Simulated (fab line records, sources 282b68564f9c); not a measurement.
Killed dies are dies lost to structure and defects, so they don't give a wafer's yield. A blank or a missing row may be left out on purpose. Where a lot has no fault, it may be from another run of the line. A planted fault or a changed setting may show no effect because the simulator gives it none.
A lot that was struck, set against a sound lot + flow rit_cmos + 29 out of 202 route steps
Sound: the wafers L835.1, L835.5, L835.6. The struck wafers were L841.2, L841.3, L841.4. At the end, the cause is stated.
Per side, at each step with rows, come the tool, then ch with its chambers, and then its first start. Under that, the readings that differ: sound wafers + struck wafers + difference of the means + sigmas: that difference in standard deviations of wafers without a fault.
alike: a reading whose means differ by less than 2 such deviations, as well as words and numbers matching on both sides. not compared: withheld readings; readings where some wafer has no value; bounds like >300 that might hide an equal value; numbers whose values overlap and for which the record gives no deviation.
Wherever a step has rows on one side only, a row that says differs or no value, or a row with sigmas, the two part there. Numbers that have no deviation but don't overlap get no sigmas and don't part them. A reading that every wafer of one side lacks parts them only if that side has two wafers or more.

RIT_FOX2_THK_MEAS_01:
  sound on film_metro-01 at day 2 20:59; struck on film_metro-01 at day 3 16:18
  alike: FOX2_OXIDE_THK
then, 2 steps without rows for these wafers: RIT_FOX2_CLEAN_02 (cleans in dHF, time 180 s); RIT_FOX2_WET_ETCH_03 (etches Si3N4 in H3PO4, target depth 195 nm, time 2700 s).
RIT_FOX2_THK_MEAS_90:
  sound on film_metro-02 at day 2 21:56; struck on film_metro-01 at day 3 17:11
  alike: FIELD_OXIDE_LEFT_1_THK
then, 6 steps without rows for these wafers: RIT_NWELL_HMDS_00 (prime time 60 s); RIT_NWELL_COAT_01 (resist thk 1300 nm); RIT_NWELL_SOFTBAKE_02 (time 60 s); RIT_NWELL_EXPOSE_03 (exposes mask M2, target cd 43900 nm); RIT_NWELL_PEB_04; RIT_NWELL_DEVELOP_05 (develop time 68 s).
RIT_NWELL_OVL_MEAS_06:
  sound on overlay-02 at day 2 23:01; struck on overlay-02 at day 3 18:13
| reading        | sound       | struck         | difference | sigmas |
|----------------|-------------|----------------|------------|--------|
| NWELL_OVL (nm) | 0.1 1.5 1.5 | -2.8 -2.1 -2.6 | -3.5       | -3     |
then, 1 step without rows for these wafers: RIT_NWELL_HARDBAKE_07 (time 120 s).
RIT_NWELL_IMPLANT_08:
  sound on implanter-02 ch 0, day 2 23:17; struck on implanter-01 ch 0, day 3 18:56
RIT_NWELL_STRIP_09: strips in O2, time 180 s.
  sound on plasma_asher-01 ch 0,1, day 2 23:26; struck on plasma_asher-04 ch 0,1, day 3 19:04
  alike: drypump_motor_current_A
  not compared: rf_hours_counter_h
RIT_NWELL_TW_MEAS_10:
  sound on film_metro-03 at day 2 23:37; struck on film_metro-01 at day 3 19:28
| reading  | sound          | struck         | difference | sigmas |
|----------|----------------|----------------|------------|--------|
| NWELL_TW | 2141 2147 2142 | 2713 2714 2709 | +569       | +24    |
then, 6 steps without rows for these wafers: RIT_PWELL_HMDS_00 (prime time 60 s); RIT_PWELL_COAT_01 (resist thk 1300 nm); RIT_PWELL_SOFTBAKE_02 (time 60 s); RIT_PWELL_EXPOSE_03 (exposes mask M3, target cd 43700 nm); RIT_PWELL_PEB_04; RIT_PWELL_DEVELOP_05 (develop time 68 s).
RIT_PWELL_OVL_MEAS_06:
  sound on overlay-02 at day 3 00:34; struck on overlay-01 at day 3 21:43
  alike: PWELL_OVL
then, 2 steps without rows for these wafers: RIT_PWELL_HARDBAKE_07 (time 120 s); RIT_PWELL_IMPLANT_08.
RIT_PWELL_STRIP_09: strips in O2, time 180 s.
  sound on plasma_asher-02 ch 0,1, day 3 00:59; struck on plasma_asher-01 ch 0,1, day 3 22:14
  alike: drypump_motor_current_A
  not compared: rf_hours_counter_h
RIT_PWELL_TW_MEAS_10:
  sound on film_metro-03 at day 3 01:10; struck on film_metro-04 at day 3 22:25
  alike: PWELL_TW
then, 1 step without rows for these wafers: RIT_WELLDRIVE_ANNEAL_00 (time 14700 s).
RIT_WELLDRIVE_RS_MEAS_01: measures by four-point-probe.
  sound on film_metro-01 at day 3 07:25; struck on film_metro-04 at day 4 04:58
| reading           | sound             | struck            | difference | sigmas      |
|-------------------|-------------------|-------------------|------------|-------------|
| NWELL_RS (ohm/sq) | 276.0 275.9 276.0 | 182.2 182.6 182.3 | -93.6      | -99 or more |
RIT_M1_PROBE_99:
  the record holds rows for the sound wafers here (prober-01, day 4 17:42) but none for the struck ones

## WHERE THEY PART
First at RIT_NWELL_OVL_MEAS_06; last, within this record, at RIT_M1_PROBE_99.

WHY: what the simulator had put in
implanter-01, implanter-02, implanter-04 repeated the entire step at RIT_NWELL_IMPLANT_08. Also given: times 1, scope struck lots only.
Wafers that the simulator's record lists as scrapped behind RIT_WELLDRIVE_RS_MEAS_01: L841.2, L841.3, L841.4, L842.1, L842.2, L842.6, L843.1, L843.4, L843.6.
